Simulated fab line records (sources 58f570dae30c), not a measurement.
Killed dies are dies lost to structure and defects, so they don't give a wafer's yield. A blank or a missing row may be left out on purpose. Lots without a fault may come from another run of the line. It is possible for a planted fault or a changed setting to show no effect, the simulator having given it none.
Problem report, 8D (eight disciplines) form, completed by code / flow berkeley-cmos170 / the parts of the form that need people (team, actions taken, sign-off) are left out

## 1. WHAT WENT WRONG
NLDD_RS at UCB170_SDANNEAL_RS_MEAS_05 reads a mean of 558.3 ohm/sq on 6 wafers of 2 lots; wafers without a fault read 616.8 ohm/sq with a standard deviation of 1.5. That puts it -39 standard deviations away from the usual mean.
The step: measures by four-point-probe.
First observed at day 9 16:38: wafer L682.2, on film-metro-01. The record has a number at this step for 42 wafers belonging to 14 lots. Rule for "out", or "out of limits": more than 4 standard deviations from the usual mean. Any other wafer with a number is counted as sound.

## 2. WHAT THIS IS AND IS NOT
question=which readings at this step | is=NLDD_RS | is not=-
question=which lots | is=L681, L682 | is not=L675, L676, L677, L678, L687, L690, L692, L693, L694, L696, L697, L698
question=which wafers of those lots | is=all that have a number | is not=-
question=read on which gauges | is=film-metro-01, film-metro-04 | is not=film-metro-02
question=when | is=from day 9 16:38 | is not=up to then (12 sound wafers); but 24 sound wafers of L687, L690, L692, L693, L694, L696, L697, L698 came after

## 3. WHAT RULES OUT EACH SUSPECT
Counting: a tool at any process step up to the reading remains a suspect when it ran all the lots that are out and ran no sound lot after the first of those.
- the gauge at UCB170_SDANNEAL_RS_MEAS_05: ruled out. The wafers that are out were read on 2 gauges (film-metro-01, film-metro-04).
- implanter-01 at UCB170_NLDD_IMPLANT_09: ruled out as a lasting fault. Following L682 (day 9 01:47), the first lot on it that is out, the sound lots L694, L697 were run on it.
Left after counting: nothing in the record.

## 4. THE CAUSE (what the simulator had put in)
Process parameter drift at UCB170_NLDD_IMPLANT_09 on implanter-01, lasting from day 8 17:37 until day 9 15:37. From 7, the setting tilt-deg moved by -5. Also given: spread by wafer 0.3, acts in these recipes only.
It was ruled out by counting, in error; the rule expects a fault to strike all lots run on its tool from its start on, and this fault did not.

## 5. SEQUENCE OF EFFECTS, ordered by route
Each row: a reading whose mean over the struck wafers that have a number lies more than 3 standard deviations from the usual. Only readings whose record carries a usual standard deviation are examined. hours: median over the lots of the time between each lot's start at the first step of this table that gives one and its start at this step. sigmas: the change, counted in usual standard deviations.
hours=0; step=UCB170_SDANNEAL_RS_MEAS_05; reading=NLDD_RS; usual=616.8 ohm/sq; on struck wafers=558.3; change=-58.5; sigmas=-39
At these later measuring or inspecting steps, every struck wafer for which the step has a row has a number for every such reading, and none has moved that far: UCB170_CONTACT_THK_MEAS_02, UCB170_CONTACT_OVL_MEAS_16, UCB170_V2_CD_MEAS_90.

## 6. WHAT WOULD HAVE CAUGHT IT SOONER
Counted from the fault's start at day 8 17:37, it took 23 hours until the first out-of-limits reading at a measuring or inspecting step in this record, taken at day 9 16:38.
Of the tool readings at UCB170_NLDD_IMPLANT_09 for which the record gives a usual standard deviation, none was out on any struck wafer, so an alarm limit of 4 standard deviations on them would not have fired.
